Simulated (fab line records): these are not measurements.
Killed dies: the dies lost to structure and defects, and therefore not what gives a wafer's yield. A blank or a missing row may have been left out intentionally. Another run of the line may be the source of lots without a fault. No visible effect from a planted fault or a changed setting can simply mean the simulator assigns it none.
Split-lot experiment ; flow rit_cmos ; 23 wafers read from 5 lots, route of 202 steps

== SPLIT DETAILS ==
At RIT_PSD_IMPLANT_08, the setting energy_kev was moved away from the recipe's 27 on 8 of the 23 wafers read, by -4.6% to +5.3%. All remaining wafers had this setting at the recipe value.

== FROM THE SPLIT TO THE READING: what the file shows between them, 3 steps ==
- RIT_PSD_STRIP_09: strips in O2, time 180 s
- RIT_SDANNEAL_CLEAN_00: cleans in SC1, time 600 s
- RIT_SDANNEAL_RTA_03: time 5 s (also split here: time_s)

== THE READING ==
PSD_RS in ohm/sq, measured at RIT_SDANNEAL_RS_MEAS_04 by four-point-probe. On this fab line, fault-free wafers typically give 115.87 ohm/sq with a standard deviation of 0.25 ohm/sq.

wafer;tool, chamber at the split;energy_kev as run;against the recipe;PSD_RS, ohm/sq;against lot-mates on the recipe
L074.1;implanter-02, 0;25.77;-4.6%;120.31;+4.03
L074.2;implanter-02, 0;27;recipe;115.66;-
L074.3;implanter-02, 0;27;recipe;117.33;-
L074.5;implanter-02, 0;25.77;-4.6%;120.32;+4.04
L074.6;implanter-02, 0;27;recipe;115.85;-
L080.2;implanter-02, 0;27;recipe;116.07;-
L080.3;implanter-02, 0;27;recipe;117.31;-
L080.4;implanter-02, 0;28.44;+5.3%;114.38;-2.56
L080.5;implanter-02, 0;27;recipe;117.45;-
L080.6;implanter-02, 0;28.44;+5.3%;113.19;-3.75
L083.1;implanter-02, 0;27;recipe;116.34;-
L083.2;implanter-02, 0;27;recipe;116.24;-
L083.3;implanter-02, 0;26.5;-1.9%;117.40;+1.44
L083.4;implanter-02, 0;26.5;-1.9%;116.85;+0.89
L083.6;implanter-02, 0;27;recipe;115.31;-
L084.2;implanter-03, 0;27;recipe;116.21;-
L084.4;implanter-03, 0;27;recipe;115.87;-
L084.5;implanter-03, 0;27;recipe;115.71;-
L085.1;implanter-02, 0;27;recipe;114.17;-
L085.2;implanter-02, 0;27;recipe;113.73;-
L085.4;implanter-02, 0;27.75;+2.8%;114.56;-0.07
L085.5;implanter-02, 0;27;recipe;115.99;-
L085.6;implanter-02, 0;27.75;+2.8%;112.58;-2.05

THE FIT
A straight line over all 23 wafers: PSD_RS changes by -0.672 ohm/sq for each +1% of energy_kev; r = -0.83; the points scatter about the line by 1.1 ohm/sq.
The same after taking each lot's own level away (the mean of its wafers on the recipe; 23 wafers): -0.673 ohm/sq for each +1%; r = -0.90; scatter 0.76 ohm/sq.
Per that fit: largest energy_kev move, reading shift of 3.6 ohm/sq.
The span of the lots' own levels, 114.630 to 116.943 ohm/sq, comes to 9.3 times the standard deviation stated above.
Consequently the slope shifts little with the lot-to-lot level, the two slopes agreeing.
Check: -3.71 ohm/sq against its lot-mates is what the line predicts for one of the wafers moved furthest among these (+5.3%) when that wafer is left out of the fit. Against them it came out at -2.56 ohm/sq.

== OTHER SPLITS ON THESE WAFERS ==
Before the reading, these wafers also passed through other splits. Each is held against what the fit with the lots' levels taken away leaves over:
other split on the same wafers;wafers away from the commonest value;r with PSD_RS (lot level and that fit taken away)
RIT_PLDD_IMPLANT_08 energy_kev;8;-0.04
RIT_SPACER_CVD_03 nh3_flow_sccm;15;-0.05
RIT_NSD_IMPLANT_08 energy_kev;9;+0.15
RIT_PSD_COAT_01 resist_thk_nm;7;+0.31
RIT_SDANNEAL_RTA_03 time_s;11;-0.61

== THE WHOLE CHAIN: every reading that the file lists as answering this split, in the file's order ==
step;what it does;reading;change (the file's fit);r (the file's)
RIT_PSD_IMPLANT_08;;implant.rp_nm (the simulator's own value, which no gauge read);+0.177 nm for each +1% of the setting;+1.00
RIT_PSD_IMPLANT_08;;implant.drp_nm (the simulator's own value, which no gauge read);+0.0847 nm for each +1% of the setting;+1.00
RIT_SDANNEAL_RS_MEAS_04;measures by four-point-probe;PSD_RS;-0.668 for each +1% of the setting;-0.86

== THE FILE'S OWN FIT ==
PSD_RS changes by -0.668 ohm/sq for each +1% of energy_kev, r = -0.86.
